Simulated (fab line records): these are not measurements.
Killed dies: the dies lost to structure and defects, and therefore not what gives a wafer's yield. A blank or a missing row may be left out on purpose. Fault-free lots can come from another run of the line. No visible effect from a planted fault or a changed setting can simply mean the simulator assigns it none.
Code-filled problem report in 8D (eight disciplines) form | flow berkeleyCmos170 | the parts of the form that need people (team, actions taken, sign-off) are left out

== 1. PROBLEM STATEMENT ==
oesProductAu at UCB170_PVT_STRIP_08 reads a mean of 0.678 a.u. on 6 wafers of 2 lots; wafers without a fault read 0.735 a.u. with a standard deviation of 0.0044. Relative to the usual mean, that is a shift of -13 standard deviations.
The step: strips in O2.
Earliest sighting: wafer L555.2 on plasmaAsher-03 at day 9 00:38. Wafers with a number at this step in the record: 42, from 14 lots. Rule for "out" (also "out of limits"): further than 4 standard deviations from the usual mean. The other wafers with a number count as sound.

== 2. WHAT IT IS, AND WHAT IT ISN'T ==
question                    | is                     | is not
which readings at this step | oesProductAu           | drypumpMotorCurrentA, stripTimeToEndpointS
which lots                  | L555, L559             | L546, L547, L548, L550, L551, L553, L554, L556, L557, L561, L565, L567
which wafers of those lots  | all that have a number | -
read on which tools         | plasmaAsher-03         | plasmaAsher-01, plasmaAsher-04
when                        | from day 9 00:38       | up to then (24 sound wafers); but 12 sound wafers of L556, L561, L565, L567 came after

== 3. WHAT RULES OUT EACH SUSPECT ==
Counting: a tool at a process step up to the reading stays a suspect if it ran every lot that is out and no sound lot after the first of them.
- plasmaAsher-03 at UCB170_PVT_STRIP_08 (strips in O2): kept. All lots that are out passed through it, beginning with L555 at day 9 00:38, and no sound lot followed; its final sound lot before that point was L553 at day 8 15:06. On those wafers its own readings are out: oesProductAu.
The count leaves plasmaAsher-03 at UCB170_PVT_STRIP_08.

== 4. THE CAUSE (what the simulator had put in) ==
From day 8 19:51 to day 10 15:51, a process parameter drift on plasmaAsher-03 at UCB170_PVT_STRIP_08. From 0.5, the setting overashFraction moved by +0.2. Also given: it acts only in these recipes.
This tool alone remained once counting was done.

== 5. THE EFFECT CHAIN, in route order ==
Rows list readings where the struck wafers' mean (over those with a number) sits beyond 3 standard deviations from the usual. Readings are gone through only where the record gives a usual standard deviation; hours: the median, over the lots, of the time from a lot's start at the first step in this table giving one to that lot's start at this step; sigmas: the change measured in usual standard deviations.
hours | step                | reading      | usual      | on struck wafers | change | sigmas
0     | UCB170_PVT_STRIP_08 | oesProductAu | 0.735 a.u. | 0.678            | -0.057 | -13
Its process steps:
- UCB170_PVT_STRIP_08: strips in O2.

== 6. WHAT WOULD HAVE CAUGHT IT SOONER ==
5 hours passed between the start of the fault at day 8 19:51 and the first reading out of limits in this record, taken at day 9 00:38.
